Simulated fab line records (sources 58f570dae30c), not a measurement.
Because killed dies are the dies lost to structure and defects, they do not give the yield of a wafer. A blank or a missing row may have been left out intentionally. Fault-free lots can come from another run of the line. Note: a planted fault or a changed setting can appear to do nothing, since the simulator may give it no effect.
Comparing a struck lot with a sound one + flow berkeley_cmos170 + 36 steps out of a route of 331
Sound: wafers L128.2, L128.4, L128.6. Wafers L138.1, L138.4, L138.5 were the ones struck. The cause comes at the end.
Each step with rows lists, per side, the tool, then ch with its chambers, then its first start. Under that, the readings that differ: sound wafers + struck wafers + difference of the means + sigmas: that difference in standard deviations of wafers without a fault.
alike: a reading whose means differ by less than 2 such deviations, as well as words and numbers matching on both sides. not compared: withheld readings; readings where some wafer has no value; bounds like >300 that might hide an equal value; numbers whose values overlap and for which the record gives no deviation.
The two part at a step that has a row with sigmas, a row that says differs or no value, or rows on one side only. When numbers do not overlap yet have no deviation, they are printed without sigmas and do not part them. A reading missing from all wafers of one side parts the sides only when that side holds two or more wafers.

UCB170_SPACER_CVD_00: deposits SiO2 from TEOS/O2, target thk 376 nm, time 47 s.
  sound on pecvd-04 ch 0,1,2, day 6 23:21; struck on pecvd-03 ch 1,2, day 9 01:22
| reading            | sound       | struck      | difference | sigmas |
|--------------------|-------------|-------------|------------|--------|
| heater_power_w (W) | 314 173 214 | 331 348 304 | +94        | +2     |
UCB170_SPACER_THK_MEAS_01:
  sound on film_metro-02 at day 6 23:24; struck on film_metro-04 at day 9 01:25
  alike: SPACER_TEOS_THK
then, 8 steps without rows for these wafers: UCB170_SPACER_ANNEAL_02 (time 1800 s); UCB170_SPACER_ETCHBACK_03 (etches SiO2 in CHF3/CF4/Ar, stops on Si, target depth 376 nm, time 100 s); UCB170_PSD_HMDS_00 (prime time 60 s); UCB170_PSD_COAT_01 (resist thk 900 nm); UCB170_PSD_SOFTBAKE_02 (time 60 s); UCB170_PSD_EXPOSE_03 (exposes mask PSELECT MOD, target cd 1200 nm); UCB170_PSD_PEB_04; UCB170_PSD_DEVELOP_05 (develop time 45 s).
UCB170_PSD_CD_MEAS_06: the cd target is 1200 nm.
  sound on cd_sem-02 at day 7 02:23; struck on cd_sem-01 at day 9 05:30
  alike: cd_nm
UCB170_PSD_OVL_MEAS_07:
  sound on overlay-02 at day 7 02:29; struck on overlay-01 at day 9 05:37
  alike: PSD_OVL
UCB170_PSD_IMPLANT_08:
  sound on implanter-03 ch 0, day 7 02:32; struck on implanter-03 ch 0, day 9 05:40
| reading            | sound          | struck            | difference | sigmas |
|--------------------|----------------|-------------------|------------|--------|
| beam_on_s (s)      | 9.97 9.78 9.96 | 7.95 7.73 7.55    | -2.16      | -11    |
| faraday_current_uA | 9289 9456 9284 | 11580 11982 12201 | +2578      | +14    |
UCB170_PSD_STRIP_09: strips in O2.
  sound on plasma_asher-03 ch 0, day 7 02:40; struck on plasma_asher-02 ch 0,1, day 9 05:49
| reading                      | sound             | struck            | difference | sigmas |
|------------------------------|-------------------|-------------------|------------|--------|
| oes_product_au (a.u.)        | 0.592 0.601 0.602 | 0.637 0.638 0.628 | +0.036     | +8     |
| strip_time_to_endpoint_s (s) | 29.37 29.29 29.34 | 26.75 26.81 26.89 | -2.52      | -36    |
  alike: chamber_pressure_mTorr, drypump_motor_current_A
  not compared: rf_hours_counter_h
UCB170_PSD_TW_MEAS_10:
  sound on film_metro-01 at day 7 02:47; struck on film_metro-01 at day 9 06:08
| reading | sound          | struck         | difference | sigmas |
|---------|----------------|----------------|------------|--------|
| PSD_TW  | 2312 2294 2298 | 2139 2146 2134 | -162       | -5     |
  not compared: hold
then, 6 steps without rows for these wafers: UCB170_NSD_HMDS_00 (prime time 60 s); UCB170_NSD_COAT_01 (resist thk 900 nm); UCB170_NSD_SOFTBAKE_02 (time 60 s); UCB170_NSD_EXPOSE_03 (exposes mask NSELECT MOD, target cd 1200 nm); UCB170_NSD_PEB_04; UCB170_NSD_DEVELOP_05 (develop time 45 s).
UCB170_NSD_CD_MEAS_06: the cd target is 1200 nm.
  sound on cd_sem-01 at day 7 04:53; struck on cd_sem-02 at day 9 11:42
  alike: cd_nm
UCB170_NSD_OVL_MEAS_07:
  sound on overlay-02 at day 7 04:59; struck on overlay-01 at day 9 11:49
  alike: NSD_OVL
next, for these wafers, 1 step has no rows: UCB170_NSD_IMPLANT_08.
UCB170_NSD_STRIP_09: strips in O2.
  sound on plasma_asher-04 ch 1, day 7 05:10; struck on plasma_asher-02 ch 0,1, day 9 12:00
  alike: chamber_pressure_mTorr, drypump_motor_current_A, oes_product_au, strip_time_to_endpoint_s
  not compared: rf_hours_counter_h
UCB170_NSD_TW_MEAS_10:
  sound on film_metro-01 at day 7 05:17; struck on film_metro-02 at day 9 12:06
| reading | sound          | struck         | difference | sigmas |
|---------|----------------|----------------|------------|--------|
| NSD_TW  | 4135 4117 4129 | 4304 4280 4299 | +167       | +3     |
then, 4 steps without rows for these wafers: UCB170_NSD_CLEAN_11 (cleans in SPM, time 600 s); UCB170_BACKSIDE_HMDS_00 (prime time 60 s); UCB170_BACKSIDE_COAT_01 (resist thk 900 nm); UCB170_BACKSIDE_SOFTBAKE_02 (time 60 s).
UCB170_BACKSIDE_STRIP_03: strips in O2.
  sound on plasma_asher-01 ch 0, day 7 05:58; struck on plasma_asher-02 ch 0,1, day 9 12:55
| reading                     | sound             | struck            | difference | sigmas |
|-----------------------------|-------------------|-------------------|------------|--------|
| drypump_motor_current_A (A) | 5.05 5.05 5.06    | 5.76 5.76 5.90    | +0.75      | +3     |
| oes_product_au (a.u.)       | 0.728 0.730 0.730 | 0.734 0.741 0.743 | +0.010     | +2     |
  alike: chamber_pressure_mTorr, strip_time_to_endpoint_s
  not compared: rf_hours_counter_h
then, 1 step without rows for these wafers: UCB170_BACKSIDE_CLEAN_04 (cleans in SPM, time 600 s).
UCB170_SDANNEAL_RTA_00: time 10 s.
  sound on rtp_anneal-01 ch 0, day 7 06:16; struck on rtp_anneal-01 ch 0, day 9 14:46
  alike: lamp_power_pct, wafer_temp_C_max
UCB170_SDANNEAL_RTA_01: time 5 s.
  sound on rtp_anneal-01 ch 0, day 7 06:20; struck on rtp_anneal-01 ch 0, day 9 14:50
  alike: lamp_power_pct, wafer_temp_C_max
UCB170_SDANNEAL_RS_MEAS_02: measurement is done with a four-point probe.
  sound on film_metro-01 at day 7 06:23; struck on film_metro-03 at day 9 15:20
| reading         | sound          | struck         | difference | sigmas |
|-----------------|----------------|----------------|------------|--------|
| PSD_RS (ohm/sq) | 75.6 75.5 75.6 | 90.1 89.8 89.7 | +14.3      | +46    |
  not compared: hold
UCB170_M3_PROBE_99:
  the record holds rows for the sound wafers here (prober-01, day 8 09:22) but none for the struck ones

== WHERE THEY PART ==
First at UCB170_SPACER_CVD_00; last, within this record, at UCB170_M3_PROBE_99.

WHY: what the simulator had put in
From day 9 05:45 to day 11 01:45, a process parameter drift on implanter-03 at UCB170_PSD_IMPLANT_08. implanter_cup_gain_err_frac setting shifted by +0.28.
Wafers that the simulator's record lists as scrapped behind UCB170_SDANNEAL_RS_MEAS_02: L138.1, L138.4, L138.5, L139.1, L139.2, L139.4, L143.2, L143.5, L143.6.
